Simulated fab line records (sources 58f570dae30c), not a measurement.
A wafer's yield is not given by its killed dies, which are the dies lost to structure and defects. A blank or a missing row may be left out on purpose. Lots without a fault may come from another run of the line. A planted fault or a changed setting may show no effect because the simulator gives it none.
What tool caused it? / flow berkeley-cmos170 / 15 lots with 45 wafers sampled at 6 steps, on a route of 331 steps

WHAT THE GAUGES READ, wafer by wafer
UCB170_NWELL_OVL_MEAS_12. Usual: NWELL_OVL 2 nm, standard deviation 4.9.
lot=L661; measured=day 2 14:01; on=overlay-01; NWELL_OVL (nm)=8 7 5; flag=
lot=L662; measured=day 2 19:41; on=overlay-02; NWELL_OVL (nm)=7 0 6; flag=
lot=L664; measured=day 3 04:44; on=overlay-02; NWELL_OVL (nm)=3 5 1; flag=
lot=L663; measured=day 3 05:01; on=overlay-01; NWELL_OVL (nm)=8 8 3; flag=
lot=L665; measured=day 3 10:01; on=overlay-01; NWELL_OVL (nm)=-3 3 2; flag=
lot=L667; measured=day 3 16:49; on=overlay-02; NWELL_OVL (nm)=6 7 8; flag=
lot=L668; measured=day 3 23:51; on=overlay-02; NWELL_OVL (nm)=4 0 0; flag=
lot=L676; measured=day 5 15:56; on=overlay-02; NWELL_OVL (nm)=5 12 10; flag=
lot=L675; measured=day 5 16:08; on=overlay-01; NWELL_OVL (nm)=2 6 6; flag=
lot=L677; measured=day 5 22:45; on=overlay-02; NWELL_OVL (nm)=-5 8 5; flag=
lot=L679; measured=day 6 11:48; on=overlay-01; NWELL_OVL (nm)=0 1 -1; flag=
lot=L680; measured=day 6 19:20; on=overlay-01; NWELL_OVL (nm)=-3 -3 -3; flag=
lot=L681; measured=day 6 19:30; on=overlay-01; NWELL_OVL (nm)=9 2 6; flag=
lot=L682; measured=day 7 09:48; on=overlay-02; NWELL_OVL (nm)=-7 -5 -3; flag=
lot=L683; measured=day 7 10:05; on=overlay-02; NWELL_OVL (nm)=-5 -1 -2; flag=

UCB170_GATE_THK_MEAS_05. Usual: GATE_POLY_THK 214.5 nm, standard deviation 2.4.
lot=L661; measured=day 7 17:19; on=film-metro-01; GATE_POLY_THK (nm)=214.3 214.3 216.2; flag=
lot=L662; measured=day 7 18:52; on=film-metro-03; GATE_POLY_THK (nm)=432.1 431.5 429.7; flag=OFF
lot=L664; measured=day 8 05:52; on=film-metro-04; GATE_POLY_THK (nm)=218.9 217.2 216.9; flag=
lot=L663; measured=day 8 05:48; on=film-metro-04; GATE_POLY_THK (nm)=213.0 212.8 214.0; flag=
lot=L665; measured=day 8 05:49; on=film-metro-01; GATE_POLY_THK (nm)=213.7 214.9 214.5; flag=
lot=L667; measured=day 8 19:44; on=film-metro-04; GATE_POLY_THK (nm)=430.6 426.7 426.4; flag=OFF
lot=L668; measured=day 8 19:44; on=film-metro-03; GATE_POLY_THK (nm)=426.6 424.1 422.9; flag=OFF
lot=L676; measured=day 9 23:43; on=film-metro-04; GATE_POLY_THK (nm)=214.7 214.9 217.1; flag=
lot=L675; measured=day 9 23:49; on=film-metro-03; GATE_POLY_THK (nm)=211.7 210.8 212.8; flag=
lot=L677; measured=day 11 01:22; on=film-metro-01; GATE_POLY_THK (nm)=219.2 217.2 217.8; flag=
lot=L679; measured=day 11 04:44; on=film-metro-03; GATE_POLY_THK (nm)=218.3 218.4 218.3; flag=
lot=L680; measured=day 11 17:02; on=film-metro-01; GATE_POLY_THK (nm)=215.7 216.7 214.7; flag=
lot=L681; measured=day 11 17:02; on=film-metro-03; GATE_POLY_THK (nm)=218.5 217.6 215.6; flag=
lot=L682; measured=day 12 01:50; on=film-metro-01; GATE_POLY_THK (nm)=212.5 212.5 213.2; flag=
lot=L683; measured=day 12 01:52; on=film-metro-03; GATE_POLY_THK (nm)=216.9 217.1 217.4; flag=

UCB170_V2_OVL_MEAS_13. Usual: V2_OVL -2 nm, standard deviation 6.6.
lot=L661; measured=day 9 13:41; on=overlay-01; V2_OVL (nm)=6 -12 -8; flag=
lot=L664; measured=day 9 21:22; on=overlay-01; V2_OVL (nm)=2 -8 0; flag=
lot=L663; measured=day 9 21:55; on=overlay-01; V2_OVL (nm)=11 6 -4; flag=
lot=L665; measured=day 10 00:55; on=overlay-01; V2_OVL (nm)=4 -3 -8; flag=
lot=L676; measured=day 11 13:20; on=overlay-02; V2_OVL (nm)=-8 -9 -11; flag=
lot=L675; measured=day 11 14:57; on=overlay-01; V2_OVL (nm)=6 -5 2; flag=
lot=L677; measured=day 12 17:49; on=overlay-02; V2_OVL (nm)=-5 -13 -15; flag=
lot=L679; measured=day 12 17:41; on=overlay-01; V2_OVL (nm)=8 -1 6; flag=
lot=L680; measured=day 13 03:53; on=overlay-01; V2_OVL (nm)=-12 -1 1; flag=
lot=L681; measured=day 13 08:58; on=overlay-02; V2_OVL (nm)=-5 -14 -6; flag=
lot=L682; measured=day 13 16:47; on=overlay-02; V2_OVL (nm)=0 6 -9; flag=
lot=L683; measured=day 13 15:48; on=overlay-01; V2_OVL (nm)=-9 3 2; flag=

EACH LOT AND THE TOOL THAT RAN IT (in order: tool; ch and the chambers of the sampled wafers; start)
lot=L661; UCB170_GATE_CVD_04=lpcvd-01 ch 0, day 7 15:53; UCB170_GATE_ETCH_15=rie-si-02 ch 1,2,3, day 7 18:25; UCB170_M1_SPUTTER_00=pvd-sputter-02, day 8 21:29
lot=L662; UCB170_GATE_CVD_04=lpcvd-01 ch 1, day 7 15:53; UCB170_GATE_ETCH_15=rie-si-01 ch 1,2,3, day 7 20:02; UCB170_M1_SPUTTER_00=-
lot=L664; UCB170_GATE_CVD_04=lpcvd-02 ch 1, day 8 04:24; UCB170_GATE_ETCH_15=rie-si-02 ch 2,3, day 8 07:38; UCB170_M1_SPUTTER_00=pvd-sputter-02, day 9 08:08
lot=L663; UCB170_GATE_CVD_04=lpcvd-02 ch 0, day 8 04:24; UCB170_GATE_ETCH_15=rie-si-01 ch 1,2, day 8 07:02; UCB170_M1_SPUTTER_00=pvd-sputter-02, day 9 08:11
lot=L665; UCB170_GATE_CVD_04=lpcvd-02 ch 0, day 8 04:24; UCB170_GATE_ETCH_15=rie-si-02 ch 1,3, day 8 07:17; UCB170_M1_SPUTTER_00=pvd-sputter-04, day 9 11:02
lot=L667; UCB170_GATE_CVD_04=lpcvd-02 ch 0, day 8 15:44 and lpcvd-01 ch 0, day 8 18:19; UCB170_GATE_ETCH_15=rie-si-02 ch 1,3, day 8 21:05; UCB170_M1_SPUTTER_00=-
lot=L668; UCB170_GATE_CVD_04=lpcvd-02 ch 1, day 8 15:44 and lpcvd-01 ch 1, day 8 18:19; UCB170_GATE_ETCH_15=rie-si-01 ch 2,3, day 8 21:44; UCB170_M1_SPUTTER_00=-
lot=L676; UCB170_GATE_CVD_04=lpcvd-01 ch 1, day 9 22:19; UCB170_GATE_ETCH_15=rie-si-01 ch 0,3, day 10 02:08; UCB170_M1_SPUTTER_00=pvd-sputter-03, day 11 02:11
lot=L675; UCB170_GATE_CVD_04=lpcvd-01 ch 1, day 9 22:19; UCB170_GATE_ETCH_15=rie-si-02 ch 0,1,3, day 10 02:41; UCB170_M1_SPUTTER_00=pvd-sputter-04, day 11 02:11
lot=L677; UCB170_GATE_CVD_04=lpcvd-02 ch 0, day 10 23:58; UCB170_GATE_ETCH_15=rie-si-01 ch 0,1,3, day 11 02:28; UCB170_M1_SPUTTER_00=pvd-sputter-02, day 12 03:29
lot=L679; UCB170_GATE_CVD_04=lpcvd-02 ch 1, day 11 03:20; UCB170_GATE_ETCH_15=rie-si-01 ch 0,2,3, day 11 05:59; UCB170_M1_SPUTTER_00=pvd-sputter-03, day 12 03:08
lot=L680; UCB170_GATE_CVD_04=lpcvd-02 ch 0, day 11 15:38; UCB170_GATE_ETCH_15=rie-si-02 ch 0,1,2, day 11 18:20; UCB170_M1_SPUTTER_00=pvd-sputter-03, day 12 16:28
lot=L681; UCB170_GATE_CVD_04=lpcvd-02 ch 1, day 11 15:38; UCB170_GATE_ETCH_15=rie-si-01 ch 0,2,3, day 11 18:37; UCB170_M1_SPUTTER_00=pvd-sputter-04, day 12 17:04
lot=L682; UCB170_GATE_CVD_04=lpcvd-02 ch 1, day 12 00:26; UCB170_GATE_ETCH_15=rie-si-01 ch 0,2,3, day 12 03:04; UCB170_M1_SPUTTER_00=pvd-sputter-04, day 13 04:10
lot=L683; UCB170_GATE_CVD_04=lpcvd-02 ch 1, day 12 00:26; UCB170_GATE_ETCH_15=rie-si-02 ch 1,2, day 12 02:56; UCB170_M1_SPUTTER_00=pvd-sputter-02, day 13 02:00
- UCB170_GATE_CVD_04: deposits poly-Si from SiH4, time 1440 s, target thk 214 nm.
- UCB170_GATE_ETCH_15: etches poly-Si in HBr/Cl2, stops on SiO2, time 56.3 s, target depth 278.2 nm.
- UCB170_M1_SPUTTER_00: material Al, target thk 600 nm, time 80 s.

AS READ BY THE TOOLS THEMSELVES (means over the sampled wafers that have a number; for cases with no such wafer, the mark the record gives instead)
UCB170_GATE_CVD_04. Usual: pressure-mtorr 374.8 mTorr, standard deviation 0.69; spike-tc-load-C 633.0 C, standard deviation 2.4; spike-tc-source-C 631.6 C, standard deviation 3; susceptor-temp-C 610.05 C, standard deviation 0.26; zone-power-load-pct 12.0 %, standard deviation 0.85.
lot=L661; tool=lpcvd-01; pressure-mtorr (mTorr)=375.1; spike-tc-load-C (C)=628.8; spike-tc-source-C (C)=634.2; susceptor-temp-C (C)=610.12; zone-power-load-pct (%)=12.5; flag=
lot=L662; tool=lpcvd-01; pressure-mtorr (mTorr)=374.9; spike-tc-load-C (C)=635.7; spike-tc-source-C (C)=626.9; susceptor-temp-C (C)=609.88; zone-power-load-pct (%)=13.1; flag=
lot=L664; tool=lpcvd-02; pressure-mtorr (mTorr)=376.1; spike-tc-load-C (C)=631.8; spike-tc-source-C (C)=633.1; susceptor-temp-C (C)=610.25; zone-power-load-pct (%)=10.9; flag=
lot=L663; tool=lpcvd-02; pressure-mtorr (mTorr)=375.3; spike-tc-load-C (C)=632.6; spike-tc-source-C (C)=631.6; susceptor-temp-C (C)=610.12; zone-power-load-pct (%)=12.0; flag=
lot=L665; tool=lpcvd-02; pressure-mtorr (mTorr)=374.5; spike-tc-load-C (C)=633.8; spike-tc-source-C (C)=631.3; susceptor-temp-C (C)=609.93; zone-power-load-pct (%)=12.0; flag=
lot=L667; tool=lpcvd-02/lpcvd-01; pressure-mtorr (mTorr)=374.6; spike-tc-load-C (C)=631.7; spike-tc-source-C (C)=633.3; susceptor-temp-C (C)=610.14; zone-power-load-pct (%)=12.2; flag=
lot=L668; tool=lpcvd-02/lpcvd-01; pressure-mtorr (mTorr)=375.1; spike-tc-load-C (C)=633.8; spike-tc-source-C (C)=630.9; susceptor-temp-C (C)=610.14; zone-power-load-pct (%)=12.1; flag=
lot=L676; tool=lpcvd-01; pressure-mtorr (mTorr)=374.5; spike-tc-load-C (C)=636.5; spike-tc-source-C (C)=627.1; susceptor-temp-C (C)=610.24; zone-power-load-pct (%)=13.0; flag=
lot=L675; tool=lpcvd-01; pressure-mtorr (mTorr)=374.5; spike-tc-load-C (C)=634.8; spike-tc-source-C (C)=627.2; susceptor-temp-C (C)=610.04; zone-power-load-pct (%)=13.0; flag=
lot=L677; tool=lpcvd-02; pressure-mtorr (mTorr)=375.3; spike-tc-load-C (C)=633.3; spike-tc-source-C (C)=631.8; susceptor-temp-C (C)=610.08; zone-power-load-pct (%)=12.1; flag=
lot=L679; tool=lpcvd-02; pressure-mtorr (mTorr)=375.2; spike-tc-load-C (C)=631.9; spike-tc-source-C (C)=634.9; susceptor-temp-C (C)=610.46; zone-power-load-pct (%)=10.8; flag=
lot=L680; tool=lpcvd-02; pressure-mtorr (mTorr)=374.4; spike-tc-load-C (C)=634.0; spike-tc-source-C (C)=631.8; susceptor-temp-C (C)=610.16; zone-power-load-pct (%)=12.0; flag=
lot=L681; tool=lpcvd-02; pressure-mtorr (mTorr)=374.8; spike-tc-load-C (C)=631.7; spike-tc-source-C (C)=634.4; susceptor-temp-C (C)=610.32; zone-power-load-pct (%)=10.9; flag=
lot=L682; tool=lpcvd-02; pressure-mtorr (mTorr)=374.9; spike-tc-load-C (C)=632.0; spike-tc-source-C (C)=634.6; susceptor-temp-C (C)=610.02; zone-power-load-pct (%)=10.9; flag=
lot=L683; tool=lpcvd-02; pressure-mtorr (mTorr)=376.0; spike-tc-load-C (C)=631.7; spike-tc-source-C (C)=635.4; susceptor-temp-C (C)=609.95; zone-power-load-pct (%)=10.8; flag=

UCB170_GATE_ETCH_15. Usual: drypump-motor-current-A 5.5 A, standard deviation 0.39; oes-product-au 0.833 a.u., standard deviation 0.012; throttle-valve-pct 26.3 %, standard deviation 0.31.
lot=L661; tool=rie-si-02; drypump-motor-current-A (A)=5.6; oes-product-au (a.u.)=0.842; throttle-valve-pct (%)=26.4; flag=
lot=L662; tool=rie-si-01; drypump-motor-current-A (A)=5.3; oes-product-au (a.u.)=0.984; throttle-valve-pct (%)=26.1; flag=OFF
lot=L664; tool=rie-si-02; drypump-motor-current-A (A)=5.2; oes-product-au (a.u.)=0.848; throttle-valve-pct (%)=26.2; flag=
lot=L663; tool=rie-si-01; drypump-motor-current-A (A)=5.3; oes-product-au (a.u.)=0.822; throttle-valve-pct (%)=26.3; flag=
lot=L665; tool=rie-si-02; drypump-motor-current-A (A)=6.0; oes-product-au (a.u.)=0.838; throttle-valve-pct (%)=26.4; flag=
lot=L667; tool=rie-si-02; drypump-motor-current-A (A)=6.0; oes-product-au (a.u.)=1.011; throttle-valve-pct (%)=26.4; flag=OFF
lot=L668; tool=rie-si-01; drypump-motor-current-A (A)=5.5; oes-product-au (a.u.)=0.977; throttle-valve-pct (%)=26.2; flag=OFF
lot=L676; tool=rie-si-01; drypump-motor-current-A (A)=5.4; oes-product-au (a.u.)=0.840; throttle-valve-pct (%)=26.1; flag=
lot=L675; tool=rie-si-02; drypump-motor-current-A (A)=6.0; oes-product-au (a.u.)=0.830; throttle-valve-pct (%)=26.6; flag=
lot=L677; tool=rie-si-01; drypump-motor-current-A (A)=5.3; oes-product-au (a.u.)=0.845; throttle-valve-pct (%)=26.1; flag=
lot=L679; tool=rie-si-01; drypump-motor-current-A (A)=5.4; oes-product-au (a.u.)=0.839; throttle-valve-pct (%)=26.2; flag=
lot=L680; tool=rie-si-02; drypump-motor-current-A (A)=5.6; oes-product-au (a.u.)=0.835; throttle-valve-pct (%)=26.7; flag=
lot=L681; tool=rie-si-01; drypump-motor-current-A (A)=5.4; oes-product-au (a.u.)=0.840; throttle-valve-pct (%)=26.2; flag=
lot=L682; tool=rie-si-01; drypump-motor-current-A (A)=5.4; oes-product-au (a.u.)=0.824; throttle-valve-pct (%)=26.2; flag=
lot=L683; tool=rie-si-02; drypump-motor-current-A (A)=5.8; oes-product-au (a.u.)=0.839; throttle-valve-pct (%)=26.7; flag=

UCB170_M1_SPUTTER_00. Usual: throttle-valve-pct reads 29.7 % (standard deviation 1.1).
lot=L661; tool=pvd-sputter-02; throttle-valve-pct (%)=29.1; flag=
lot=L664; tool=pvd-sputter-02; throttle-valve-pct (%)=29.4; flag=
lot=L663; tool=pvd-sputter-02; throttle-valve-pct (%)=28.2; flag=
lot=L665; tool=pvd-sputter-04; throttle-valve-pct (%)=30.3; flag=
lot=L676; tool=pvd-sputter-03; throttle-valve-pct (%)=31.2; flag=
lot=L675; tool=pvd-sputter-04; throttle-valve-pct (%)=30.3; flag=
lot=L677; tool=pvd-sputter-02; throttle-valve-pct (%)=29.0; flag=
lot=L679; tool=pvd-sputter-03; throttle-valve-pct (%)=31.0; flag=
lot=L680; tool=pvd-sputter-03; throttle-valve-pct (%)=31.2; flag=
lot=L681; tool=pvd-sputter-04; throttle-valve-pct (%)=30.0; flag=
lot=L682; tool=pvd-sputter-04; throttle-valve-pct (%)=30.1; flag=
lot=L683; tool=pvd-sputter-02; throttle-valve-pct (%)=29.5; flag=

THE ANSWER, worked out from the rows above alone
Rule: a lot counts as off when the mean over its wafers that have a number is more than 3 standard deviations away from the usual mean. Also off: a lot with no number at a reading for which 4 or more lots have one. Where the step has rows for the other lots, those lots are counted as sound. Order of review: gauges by route order, followed by the tools' own readings, for which a lot's mean as printed above is used. The first step at which some lot is off is used, and at that step the reading that is off furthest; a lot without a number counts as furthest.
Off: L662, L667, L668, at UCB170_GATE_THK_MEAS_05 (GATE_POLY_THK).
A tool fits if, at a process step before that reading, it ran every lot that is off, and no sound lot after the first of them. Not tried: the gauges at UCB170_GATE_THK_MEAS_05; whatever is off there is also off at UCB170_GATE_ETCH_15, on other tools, and gauge error can't account for it. Not one of the candidates tried fits.

WHAT THE SIMULATOR PUT IN
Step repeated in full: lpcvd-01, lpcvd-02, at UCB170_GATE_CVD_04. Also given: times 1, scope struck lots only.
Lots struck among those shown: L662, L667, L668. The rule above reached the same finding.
